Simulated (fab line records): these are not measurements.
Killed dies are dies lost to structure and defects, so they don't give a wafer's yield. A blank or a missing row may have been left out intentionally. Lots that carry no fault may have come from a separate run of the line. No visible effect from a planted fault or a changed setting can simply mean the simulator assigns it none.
Lot-split experiment ; flow rit cmos ; on a route of 202 steps: 5 lots, 23 wafers read

## ABOUT THE SPLIT
At RIT_NWELL_IMPLANT_08, the setting energy kev was moved away from the recipe's 170 on 12 of the 23 wafers read, by -4.6% to +3.6%. The other wafers ran this setting at the recipe's value.

The reading comes from the split's own step.

## THE READING
implant.drp nm (the simulator's own value, which no gauge read), in nm, at RIT_NWELL_IMPLANT_08. The file does not state a usual value for it.

wafer;tool, chamber at the split;energy kev as run;against the recipe;implant.drp nm, nm;against lot-mates on the recipe
L080.1;implanter-04, 0;176.2;+3.6%;70.7;+1.88
L080.2;implanter-04, 0;176.2;+3.6%;70.7;+1.88
L080.6;implanter-04, 0;176.2;+3.6%;70.7;+1.88
L080.4;implanter-04, 0;170;recipe;68.82;-
L080.5;implanter-04, 0;170;recipe;68.82;-
L081.1;implanter-03, 0;162.2;-4.6%;66.49;-2.33
L081.3;implanter-03, 0;162.2;-4.6%;66.49;-2.33
L081.6;implanter-03, 0;162.2;-4.6%;66.49;-2.33
L081.2;implanter-03, 0;170;recipe;68.82;-
L081.4;implanter-03, 0;170;recipe;68.82;-
L083.1;implanter-03, 0;172.8;+1.6%;69.67;+0.85
L083.2;implanter-03, 0;172.8;+1.6%;69.67;+0.85
L083.6;implanter-03, 0;172.8;+1.6%;69.67;+0.85
L083.3;implanter-03, 0;170;recipe;68.82;-
L083.5;implanter-03, 0;170;recipe;68.82;-
L084.1;implanter-03, 0;162.1;-4.6%;66.46;-2.36
L084.5;implanter-03, 0;162.1;-4.6%;66.46;-2.36
L084.6;implanter-03, 0;162.1;-4.6%;66.46;-2.36
L084.2;implanter-03, 0;170;recipe;68.82;-
L084.3;implanter-03, 0;170;recipe;68.82;-
L085.2;implanter-04, 0;170;recipe;68.82;-
L085.3;implanter-04, 0;170;recipe;68.82;-
L085.6;implanter-04, 0;170;recipe;68.82;-

FIT RESULTS
A straight line over all 23 wafers: implant.drp nm changes by +0.51 nm for each +1% of energy kev; r = +1.00; the points scatter about the line by 0.0072 nm.
The same after taking each lot's own level away (the mean of its wafers on the recipe; 23 wafers): +0.51 nm for each +1%; r = +1.00; scatter 0.0072 nm.
Per that fit: largest energy kev move, reading shift of 2.4 nm.
The lots' own levels span 68.820 to 68.820 nm.
The two slopes are in agreement: the lot-to-lot level therefore moves the slope only a little.
Check: with one of the wafers moved furthest among these (-4.6%) left out of the fit, the line predicts -2.37 nm for it against its lot-mates. Against them it came out at -2.36 nm.

## THE WHOLE CHAIN: every reading that the file lists as answering this split, in the file's order
step;what it does;reading;change (the file's fit);r (the file's)
RIT_NWELL_IMPLANT_08;;implant.rp nm (the simulator's own value, which no gauge read);+2.19 nm for each +1% of the setting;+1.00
RIT_NWELL_IMPLANT_08;;implant.drp nm (the simulator's own value, which no gauge read);+0.511 nm for each +1% of the setting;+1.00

## THE FILE'S OWN FIT
implant.drp nm changes by +0.511 nm for each +1% of energy kev, r = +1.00.
